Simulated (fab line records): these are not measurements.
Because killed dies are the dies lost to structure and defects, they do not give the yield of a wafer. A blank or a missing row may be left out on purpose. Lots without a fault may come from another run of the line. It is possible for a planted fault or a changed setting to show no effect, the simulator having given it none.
Which tool was responsible? / flow berkeley-cmos170 / Sampling: 13 lots, 39 wafers, 5 of 331 route steps

== WHAT THE GAUGES SHOWED, per wafer ==
UCB170_NSD_OVL_MEAS_07.
lot=L172; measured=day 7 04:05; on=overlay-01; NSD_OVL (nm)=4 -2 -3
lot=L171; measured=day 7 04:15; on=overlay-01; NSD_OVL (nm)=-4 3 -5
lot=L170; measured=day 7 04:31; on=overlay-01; NSD_OVL (nm)=-7 -5 -11
lot=L173; measured=day 7 07:25; on=overlay-01; NSD_OVL (nm)=8 8 5
lot=L177; measured=day 7 20:14; on=overlay-02; NSD_OVL (nm)=-8 -5 -7
lot=L176; measured=day 7 20:31; on=overlay-01; NSD_OVL (nm)=7 5 4
lot=L179; measured=day 8 20:41; on=overlay-01; NSD_OVL (nm)=0 1 4
lot=L183; measured=day 9 13:52; on=overlay-02; NSD_OVL (nm)=2 6 0
lot=L186; measured=day 9 23:49; on=overlay-01; NSD_OVL (nm)=1 6 0
lot=L187; measured=day 10 00:34; on=overlay-01; NSD_OVL (nm)=2 6 -2
lot=L185; measured=day 10 03:59; on=overlay-02; NSD_OVL (nm)=-10 1 -5
lot=L190; measured=day 10 06:45; on=overlay-01; NSD_OVL (nm)=6 4 6
lot=L193; measured=day 11 06:45; on=overlay-02; NSD_OVL (nm)=-1 3 2

UCB170_CONTACT_THK_MEAS_02.
lot=L172; measured=day 7 09:14; on=film-metro-04; CONTACT_PSG_THK (nm)=697 695 695
lot=L171; measured=day 7 09:18; on=film-metro-04; CONTACT_PSG_THK (nm)=700 699 707
lot=L170; measured=day 7 09:14; on=film-metro-03; CONTACT_PSG_THK (nm)=710 710 713
lot=L173; measured=day 7 11:38; on=film-metro-02; CONTACT_PSG_THK (nm)=706 701 712
lot=L177; measured=day 8 01:41; on=film-metro-03; CONTACT_PSG_THK (nm)=694 691 692
lot=L176; measured=day 8 01:42; on=film-metro-02; CONTACT_PSG_THK (nm)=697 703 702
lot=L179; measured=day 9 01:13; on=film-metro-02; CONTACT_PSG_THK (nm)=709 704 710
lot=L183; measured=day 9 18:14; on=film-metro-04; CONTACT_PSG_THK (nm)=404 400 404
lot=L186; measured=day 10 04:49; on=film-metro-04; CONTACT_PSG_THK (nm)=701 704 701
lot=L187; measured=day 10 05:31; on=film-metro-04; CONTACT_PSG_THK (nm)=695 693 690
lot=L185; measured=day 10 08:31; on=film-metro-02; CONTACT_PSG_THK (nm)=696 702 702
lot=L190; measured=day 10 11:34; on=film-metro-04; CONTACT_PSG_THK (nm)=701 707 695
lot=L193; measured=day 11 11:53; on=film-metro-04; CONTACT_PSG_THK (nm)=697 697 686

UCB170_CONTACT_CD_MEAS_15: target cd 700 nm.
lot=L172; measured=day 7 11:05; on=cd-sem-02; cd-nm (nm)=698.8 702.1 699.9
lot=L171; measured=day 7 11:40; on=cd-sem-01; cd-nm (nm)=699.6 700.7 700.3
lot=L170; measured=day 7 11:22; on=cd-sem-01; cd-nm (nm)=699.9 698.5 699.5
lot=L173; measured=day 7 13:29; on=cd-sem-01; cd-nm (nm)=700.4 700.0 699.4
lot=L177; measured=day 8 04:40; on=cd-sem-01; cd-nm (nm)=699.6 701.3 700.6
lot=L176; measured=day 8 04:58; on=cd-sem-02; cd-nm (nm)=699.9 700.5 701.9
lot=L179; measured=day 9 03:04; on=cd-sem-02; cd-nm (nm)=702.9 702.0 700.9
lot=L183; measured=day 9 22:32; on=cd-sem-01; cd-nm (nm)=700.7 700.4 699.1
lot=L186; measured=day 10 06:31; on=cd-sem-02; cd-nm (nm)=700.0 698.8 698.5
lot=L187; measured=day 10 07:18; on=cd-sem-02; cd-nm (nm)=699.9 701.3 700.7
lot=L185; measured=day 10 10:35; on=cd-sem-01; cd-nm (nm)=700.8 699.9 701.2
lot=L190; measured=day 10 14:22; on=cd-sem-01; cd-nm (nm)=699.2 699.3 699.8
lot=L193; measured=day 11 13:57; on=cd-sem-02; cd-nm (nm)=699.8 699.1 697.7

== WHAT TOOL EACH LOT RAN ON (gives the tool, then ch and the chambers of the sampled wafers, and finally the start) ==
lot=L172; UCB170_BACKSIDE_STRIP_03=plasma-asher-02 ch 0,1, day 7 05:04; UCB170_CONTACT_CVD_01=lpcvd-01 ch 1, day 7 07:27
lot=L171; UCB170_BACKSIDE_STRIP_03=plasma-asher-02 ch 0,1, day 7 05:14; UCB170_CONTACT_CVD_01=lpcvd-01 ch 0, day 7 07:27
lot=L170; UCB170_BACKSIDE_STRIP_03=plasma-asher-03 ch 0,1, day 7 05:31; UCB170_CONTACT_CVD_01=lpcvd-01 ch 0, day 7 07:27
lot=L173; UCB170_BACKSIDE_STRIP_03=plasma-asher-01 ch 0,1, day 7 08:24; UCB170_CONTACT_CVD_01=lpcvd-01 ch 0, day 7 09:52
lot=L177; UCB170_BACKSIDE_STRIP_03=plasma-asher-02 ch 0,1, day 7 21:44; UCB170_CONTACT_CVD_01=lpcvd-02 ch 1, day 7 23:50
lot=L176; UCB170_BACKSIDE_STRIP_03=plasma-asher-01 ch 0,1, day 7 22:13; UCB170_CONTACT_CVD_01=lpcvd-02 ch 1, day 7 23:50
lot=L179; UCB170_BACKSIDE_STRIP_03=plasma-asher-03 ch 1, day 8 22:00; UCB170_CONTACT_CVD_01=lpcvd-02 ch 0, day 8 23:26
lot=L183; UCB170_BACKSIDE_STRIP_03=plasma-asher-03 ch 0,1, day 9 14:50; UCB170_CONTACT_CVD_01=lpcvd-02 ch 1, day 9 16:27
lot=L186; UCB170_BACKSIDE_STRIP_03=plasma-asher-03 ch 0,1, day 10 01:36; UCB170_CONTACT_CVD_01=lpcvd-02 ch 0, day 10 03:02
lot=L187; UCB170_BACKSIDE_STRIP_03=plasma-asher-02 ch 0,1, day 10 02:00; UCB170_CONTACT_CVD_01=lpcvd-01 ch 1, day 10 03:43
lot=L185; UCB170_BACKSIDE_STRIP_03=plasma-asher-03 ch 0,1, day 10 05:01; UCB170_CONTACT_CVD_01=lpcvd-02 ch 0, day 10 06:44
lot=L190; UCB170_BACKSIDE_STRIP_03=plasma-asher-01 ch 0,1, day 10 07:51; UCB170_CONTACT_CVD_01=lpcvd-01 ch 0, day 10 09:46
lot=L193; UCB170_BACKSIDE_STRIP_03=plasma-asher-02 ch 0,1, day 11 08:33; UCB170_CONTACT_CVD_01=lpcvd-01 ch 1, day 11 10:05
- UCB170_BACKSIDE_STRIP_03: strips in O2.
- UCB170_CONTACT_CVD_01: deposits PSG from SiH4/O2/PH3, target thk 700 nm, time 2820 s.

== AS READ BY THE TOOLS THEMSELVES (means over the sampled wafers that have a number; for cases with no such wafer, the mark the record gives instead) ==
UCB170_BACKSIDE_STRIP_03.
lot=L172; tool=plasma-asher-02; drypump-motor-current-A (A)=5.2; o2-flow-sccm (sccm)=400.1; oes-product-au (a.u.)=0.736; strip-time-to-endpoint-s (s)=22.01
lot=L171; tool=plasma-asher-02; drypump-motor-current-A (A)=5.2; o2-flow-sccm (sccm)=399.5; oes-product-au (a.u.)=0.729; strip-time-to-endpoint-s (s)=22.02
lot=L170; tool=plasma-asher-03; drypump-motor-current-A (A)=5.3; o2-flow-sccm (sccm)=399.7; oes-product-au (a.u.)=0.735; strip-time-to-endpoint-s (s)=22.06
lot=L173; tool=plasma-asher-01; drypump-motor-current-A (A)=5.4; o2-flow-sccm (sccm)=399.6; oes-product-au (a.u.)=0.733; strip-time-to-endpoint-s (s)=21.90
lot=L177; tool=plasma-asher-02; drypump-motor-current-A (A)=5.2; o2-flow-sccm (sccm)=400.6; oes-product-au (a.u.)=0.732; strip-time-to-endpoint-s (s)=21.92
lot=L176; tool=plasma-asher-01; drypump-motor-current-A (A)=5.5; o2-flow-sccm (sccm)=399.7; oes-product-au (a.u.)=0.734; strip-time-to-endpoint-s (s)=21.96
lot=L179; tool=plasma-asher-03; drypump-motor-current-A (A)=5.4; o2-flow-sccm (sccm)=400.3; oes-product-au (a.u.)=0.731; strip-time-to-endpoint-s (s)=21.92
lot=L183; tool=plasma-asher-03; drypump-motor-current-A (A)=5.2; o2-flow-sccm (sccm)=400.7; oes-product-au (a.u.)=0.736; strip-time-to-endpoint-s (s)=21.84
lot=L186; tool=plasma-asher-03; drypump-motor-current-A (A)=5.2; o2-flow-sccm (sccm)=399.1; oes-product-au (a.u.)=0.739; strip-time-to-endpoint-s (s)=22.05
lot=L187; tool=plasma-asher-02; drypump-motor-current-A (A)=5.2; o2-flow-sccm (sccm)=400.1; oes-product-au (a.u.)=0.736; strip-time-to-endpoint-s (s)=21.91
lot=L185; tool=plasma-asher-03; drypump-motor-current-A (A)=5.3; o2-flow-sccm (sccm)=400.1; oes-product-au (a.u.)=0.732; strip-time-to-endpoint-s (s)=21.83
lot=L190; tool=plasma-asher-01; drypump-motor-current-A (A)=5.5; o2-flow-sccm (sccm)=399.2; oes-product-au (a.u.)=0.735; strip-time-to-endpoint-s (s)=21.99
lot=L193; tool=plasma-asher-02; drypump-motor-current-A (A)=5.6; o2-flow-sccm (sccm)=399.8; oes-product-au (a.u.)=0.736; strip-time-to-endpoint-s (s)=21.97

UCB170_CONTACT_CVD_01.
lot=L172; tool=lpcvd-01; o2-flow-sccm (sccm)=89.6; zone-power-centre-pct (%)=23.1
lot=L171; tool=lpcvd-01; o2-flow-sccm (sccm)=89.5; zone-power-centre-pct (%)=16.2
lot=L170; tool=lpcvd-01; o2-flow-sccm (sccm)=90.2; zone-power-centre-pct (%)=16.1
lot=L173; tool=lpcvd-01; o2-flow-sccm (sccm)=90.0; zone-power-centre-pct (%)=16.3
lot=L177; tool=lpcvd-02; o2-flow-sccm (sccm)=89.5; zone-power-centre-pct (%)=18.4
lot=L176; tool=lpcvd-02; o2-flow-sccm (sccm)=89.6; zone-power-centre-pct (%)=18.3
lot=L179; tool=lpcvd-02; o2-flow-sccm (sccm)=89.7; zone-power-centre-pct (%)=19.1
lot=L183; tool=lpcvd-02; o2-flow-sccm (sccm)=89.9; zone-power-centre-pct (%)=18.2
lot=L186; tool=lpcvd-02; o2-flow-sccm (sccm)=89.7; zone-power-centre-pct (%)=19.0
lot=L187; tool=lpcvd-01; o2-flow-sccm (sccm)=90.0; zone-power-centre-pct (%)=23.2
lot=L185; tool=lpcvd-02; o2-flow-sccm (sccm)=89.9; zone-power-centre-pct (%)=18.9
lot=L190; tool=lpcvd-01; o2-flow-sccm (sccm)=89.9; zone-power-centre-pct (%)=16.1
lot=L193; tool=lpcvd-01; o2-flow-sccm (sccm)=90.3; zone-power-centre-pct (%)=23.1

== THE ANSWER, worked out from the rows above alone ==
Rule: the lots themselves supply what counts as usual. Put in order of their means at a reading, lots are off if they are a third of the lots or fewer, leave a main group of 4 or more, and stand apart from it by a gap of 3 or more times the standard deviation of the main group's means; of several such gaps the widest counts. A main group whose means are all the same, to the digits that the tables above print for the reading, isn't used. Also off: a lot with no number at a reading for which 4 or more lots have one. Any other lot the step has rows for is counted as sound. The gauges are gone through in route order, then the tools' own readings, and for those a lot's mean is taken as printed above. The first step at which some lot is off is used, and at that step the reading that is off furthest; a lot without a number counts as furthest.
Off: L183, at UCB170_CONTACT_THK_MEAS_02 (CONTACT_PSG_THK). The main group has a mean of 700 nm with a standard deviation of 5.8.
If a tool, at a process step before that reading, ran all the lots that are off and no sound lot after the first of them, it fits. The gauges at UCB170_CONTACT_THK_MEAS_02 are tried like those tools. None of those tried fits.

== WHAT WAS PUT IN BY THE SIMULATOR ==
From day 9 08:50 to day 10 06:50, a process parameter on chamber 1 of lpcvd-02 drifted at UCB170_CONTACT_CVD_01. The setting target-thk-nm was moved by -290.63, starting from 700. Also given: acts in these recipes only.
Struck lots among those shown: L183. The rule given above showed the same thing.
